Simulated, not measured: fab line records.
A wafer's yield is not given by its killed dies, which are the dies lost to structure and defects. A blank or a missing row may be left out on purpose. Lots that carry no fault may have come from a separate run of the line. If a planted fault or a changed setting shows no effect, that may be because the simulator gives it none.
Split-lot study || flow berkeleyCmos170 || route with 331 steps; 5 lots, 23 wafers read

SPLIT DETAILS
At UCB170_NWELL_ETCH_13 (etches Si3N4 in CH3F/Ar/O2, stops on SiO2, target depth 246.4 nm, time 154 s), the setting timeS was moved away from the recipe's 154 s on 10 of the 23 wafers read, by -12.5% to +12.5%. All remaining wafers had this setting at the recipe value.

The reading is taken at the split's own step.

THE READING
KrF_of_NWELL_COAT_07.thkNm (the simulator's own value, which no gauge read), in nm, at UCB170_NWELL_ETCH_13 (etches Si3N4 in CH3F/Ar/O2, stops on SiO2, target depth 246.4 nm, time 154 s). The file does not state a usual value for it. Here, 13 wafers ran the recipe; their average is 723.3 nm with a standard deviation of 2.7 nm.

{"wafer": "L074.1", "tool, chamber at the split": "rieDiel-02, 0", "timeS as run, s": 154, "against the recipe": "recipe", "KrF_of_NWELL_COAT_07.thkNm, nm": 722.5, "against lot-mates on the recipe": "-"}
{"wafer": "L074.2", "tool, chamber at the split": "rieDiel-02, 3", "timeS as run, s": 163.9, "against the recipe": "+6.4%", "KrF_of_NWELL_COAT_07.thkNm, nm": 714.8, "against lot-mates on the recipe": -8.8}
{"wafer": "L074.4", "tool, chamber at the split": "rieDiel-02, 2", "timeS as run, s": 154, "against the recipe": "recipe", "KrF_of_NWELL_COAT_07.thkNm, nm": 722.7, "against lot-mates on the recipe": "-"}
{"wafer": "L074.5", "tool, chamber at the split": "rieDiel-02, 2", "timeS as run, s": 154, "against the recipe": "recipe", "KrF_of_NWELL_COAT_07.thkNm, nm": 725.7, "against lot-mates on the recipe": "-"}
{"wafer": "L074.6", "tool, chamber at the split": "rieDiel-02, 3", "timeS as run, s": 163.9, "against the recipe": "+6.4%", "KrF_of_NWELL_COAT_07.thkNm, nm": 719.3, "against lot-mates on the recipe": -4.3}
{"wafer": "L075.1", "tool, chamber at the split": "rieDiel-04, 3", "timeS as run, s": 154, "against the recipe": "recipe", "KrF_of_NWELL_COAT_07.thkNm, nm": 723.3, "against lot-mates on the recipe": "-"}
{"wafer": "L075.2", "tool, chamber at the split": "rieDiel-04, 1", "timeS as run, s": 173.2, "against the recipe": "+12.5%", "KrF_of_NWELL_COAT_07.thkNm, nm": 704, "against lot-mates on the recipe": -19.4}
{"wafer": "L075.4", "tool, chamber at the split": "rieDiel-04, 0", "timeS as run, s": 173.2, "against the recipe": "+12.5%", "KrF_of_NWELL_COAT_07.thkNm, nm": 702, "against lot-mates on the recipe": -21.4}
{"wafer": "L075.5", "tool, chamber at the split": "rieDiel-04, 1", "timeS as run, s": 154, "against the recipe": "recipe", "KrF_of_NWELL_COAT_07.thkNm, nm": 722.5, "against lot-mates on the recipe": "-"}
{"wafer": "L075.6", "tool, chamber at the split": "rieDiel-04, 0", "timeS as run, s": 154, "against the recipe": "recipe", "KrF_of_NWELL_COAT_07.thkNm, nm": 724.5, "against lot-mates on the recipe": "-"}
{"wafer": "L080.1", "tool, chamber at the split": "rieDiel-02, 3", "timeS as run, s": 154, "against the recipe": "recipe", "KrF_of_NWELL_COAT_07.thkNm, nm": 727.5, "against lot-mates on the recipe": "-"}
{"wafer": "L080.4", "tool, chamber at the split": "rieDiel-02, 2", "timeS as run, s": 154, "against the recipe": "recipe", "KrF_of_NWELL_COAT_07.thkNm, nm": 727, "against lot-mates on the recipe": "-"}
{"wafer": "L080.6", "tool, chamber at the split": "rieDiel-02, 1", "timeS as run, s": 154, "against the recipe": "recipe", "KrF_of_NWELL_COAT_07.thkNm, nm": 725.1, "against lot-mates on the recipe": "-"}
{"wafer": "L082.1", "tool, chamber at the split": "rieDiel-01, 0", "timeS as run, s": 159.8, "against the recipe": "+3.8%", "KrF_of_NWELL_COAT_07.thkNm, nm": 711.2, "against lot-mates on the recipe": -8.1}
{"wafer": "L082.3", "tool, chamber at the split": "rieDiel-01, 1", "timeS as run, s": 154, "against the recipe": "recipe", "KrF_of_NWELL_COAT_07.thkNm, nm": 721.6, "against lot-mates on the recipe": "-"}
{"wafer": "L082.4", "tool, chamber at the split": "rieDiel-01, 2", "timeS as run, s": 159.8, "against the recipe": "+3.8%", "KrF_of_NWELL_COAT_07.thkNm, nm": 713.4, "against lot-mates on the recipe": -6.0}
{"wafer": "L082.5", "tool, chamber at the split": "rieDiel-01, 2", "timeS as run, s": 154, "against the recipe": "recipe", "KrF_of_NWELL_COAT_07.thkNm, nm": 717.1, "against lot-mates on the recipe": "-"}
{"wafer": "L082.6", "tool, chamber at the split": "rieDiel-01, 3", "timeS as run, s": 159.8, "against the recipe": "+3.8%", "KrF_of_NWELL_COAT_07.thkNm, nm": 711.3, "against lot-mates on the recipe": -8.1}
{"wafer": "L083.2", "tool, chamber at the split": "rieDiel-04, 1", "timeS as run, s": 134.8, "against the recipe": "-12.5%", "KrF_of_NWELL_COAT_07.thkNm, nm": 742.9, "against lot-mates on the recipe": "+21.4"}
{"wafer": "L083.3", "tool, chamber at the split": "rieDiel-04, 0", "timeS as run, s": 154, "against the recipe": "recipe", "KrF_of_NWELL_COAT_07.thkNm, nm": 720.3, "against lot-mates on the recipe": "-"}
{"wafer": "L083.4", "tool, chamber at the split": "rieDiel-04, 2", "timeS as run, s": 154, "against the recipe": "recipe", "KrF_of_NWELL_COAT_07.thkNm, nm": 722.8, "against lot-mates on the recipe": "-"}
{"wafer": "L083.5", "tool, chamber at the split": "rieDiel-04, 1", "timeS as run, s": 134.8, "against the recipe": "-12.5%", "KrF_of_NWELL_COAT_07.thkNm, nm": 742.5, "against lot-mates on the recipe": "+21.0"}
{"wafer": "L083.6", "tool, chamber at the split": "rieDiel-04, 0", "timeS as run, s": 134.8, "against the recipe": "-12.5%", "KrF_of_NWELL_COAT_07.thkNm, nm": 740.8, "against lot-mates on the recipe": "+19.2"}

FIT RESULTS
A straight line over all 23 wafers: KrF_of_NWELL_COAT_07.thkNm changes by -1.56 nm for each +1% of timeS; r = -0.95; the points scatter about the line by 3.3 nm.
The same after taking each lot's own level away (the mean of its wafers on the recipe; 23 wafers): -1.6 nm for each +1%; r = -0.98; scatter 1.9 nm.
The reading moves by 20 nm for the largest change in timeS, on that fit.
The lots' own levels span 719.35 to 726.53 nm, that is 2.7 times the standard deviation above.
The two slopes agree, so the slope changes little with the lot-to-lot level.
Check: for one of the wafers moved furthest among these (-12.5%), held out of the fit, the line's prediction against its lot-mates is +19.8 nm. Against them it came out at +21.4 nm.

THE WHOLE CHAIN: every reading that the file lists as answering this split, in the file's order
{"step": "UCB170_NWELL_ETCH_13", "what it does": "etches Si3N4 in CH3F/Ar/O2, stops on SiO2, target depth 246.4 nm, time 154 s", "reading": "KrF_of_NWELL_COAT_07.thkNm (the simulator's own value, which no gauge read)", "change (the file's fit)": "-1.58 nm for each +1% of the setting", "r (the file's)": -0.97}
{"step": "UCB170_NWELL_STRIP_15", "what it does": "strips in O2", "reading": "stripTimeToEndpointS", "change (the file's fit)": "withheld for each +1% of the setting", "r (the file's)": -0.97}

THE FILE'S OWN FIT
KrF_of_NWELL_COAT_07.thkNm changes by -1.58 nm for each +1% of timeS, r = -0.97.
